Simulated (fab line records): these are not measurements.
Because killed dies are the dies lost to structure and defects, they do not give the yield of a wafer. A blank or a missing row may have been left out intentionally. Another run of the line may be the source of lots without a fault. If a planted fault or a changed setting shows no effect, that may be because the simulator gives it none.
A lot that was struck, set against a sound lot / flow berkeleyCmos170 / 14 out of 331 route steps
Sound: the wafers L265.1, L265.2, L265.3. Wafers L258.2, L258.4, L258.6 were the ones struck. The cause is given at the end.
For every step that has rows: the tool of each side, followed by ch and its chambers, followed by its first start. Under that, the readings that differ: sound wafers / struck wafers / difference of the means / sigmas: that difference in standard deviations of wafers without a fault.
alike: words and numbers the same on both sides, and readings whose means are apart by under 2 such deviations; not compared: readings that were withheld, readings missing a value for some wafer, numbers with overlapping values and no deviation given by the record, and bounds like >300 which may hide the same value.
Wherever a step has rows on one side only, a row that says differs or no value, or a row with sigmas, the two part there. When numbers do not overlap yet have no deviation, they are printed without sigmas and do not part them. Lack of a reading on every wafer of one side parts them only where that side has two or more wafers.

UCB170_M3_SPUTTER_01: material Al, target thk 900 nm, time 120 s.
  struck on pvdSputter-04, day 9 13:23; sound on pvdSputter-02, day 11 02:23
reading=throttleValvePct (%); sound=30.5 31.2 29.9; struck=27.5 29.0 27.8; difference=-2.4; sigmas=-2
  alike: chamberPressurePa
UCB170_M3_RS_MEAS_02: measurement is done with a four-point probe.
  struck on filmMetro-02, day 9 13:29; sound on filmMetro-03, day 11 02:32
reading=M3_AL_RS (ohm/sq); sound=0.0320 0.0318 0.0319; struck=0.0326 0.0330 0.0324; difference=+0.0008; sigmas=+2
UCB170_M3_THK_MEAS_03: measures by xrf.
  struck on filmMetro-02, day 9 13:35; sound on filmMetro-03, day 11 02:39
  alike: M3_AL_THK
then, 3 steps without rows for these wafers: UCB170_M3_HMDS_04 (prime time 60 s); UCB170_M3_COAT_05 (resist thk 900 nm); UCB170_M3_SOFTBAKE_06 (time 60 s).
UCB170_M3_STRIP_07: strips in O2.
  sound on plasmaAsher-04 ch 0,1, day 11 03:10; struck on plasmaAsher-04 ch 0,1, day 9 14:05
  alike: drypumpMotorCurrentA, oesProductAu, stripTimeToEndpointS
  not compared: rfHoursCounterH
then, 5 steps without rows for these wafers: UCB170_M3_STRIP_08 (strips KrF in DMSO, time 600 s); UCB170_M3_COAT_09; UCB170_M3_COAT_10 (resist thk 900 nm); UCB170_M3_SOFTBAKE_11 (time 60 s); UCB170_M3_EXPOSE_12 (exposes mask METAL3, target cd 700 nm).
UCB170_M3_PEB_13:
  struck on lithoTrack-04, day 9 15:25; sound on lithoTrack-01 ch 0, day 11 05:09
  no value came back on the struck wafers for chillPlateTempC (C), exhaustPa (Pa); on the sound wafers chillPlateTempC (C) reads 22.91 22.93 23.02
then, 1 step without rows for these wafers: UCB170_M3_DEVELOP_14 (develop time 45 s).

== WHERE THEY PART ==
Earliest at UCB170_M3_SPUTTER_01; latest, in this record, at UCB170_M3_PEB_13.

WHY: the cause the simulator had injected
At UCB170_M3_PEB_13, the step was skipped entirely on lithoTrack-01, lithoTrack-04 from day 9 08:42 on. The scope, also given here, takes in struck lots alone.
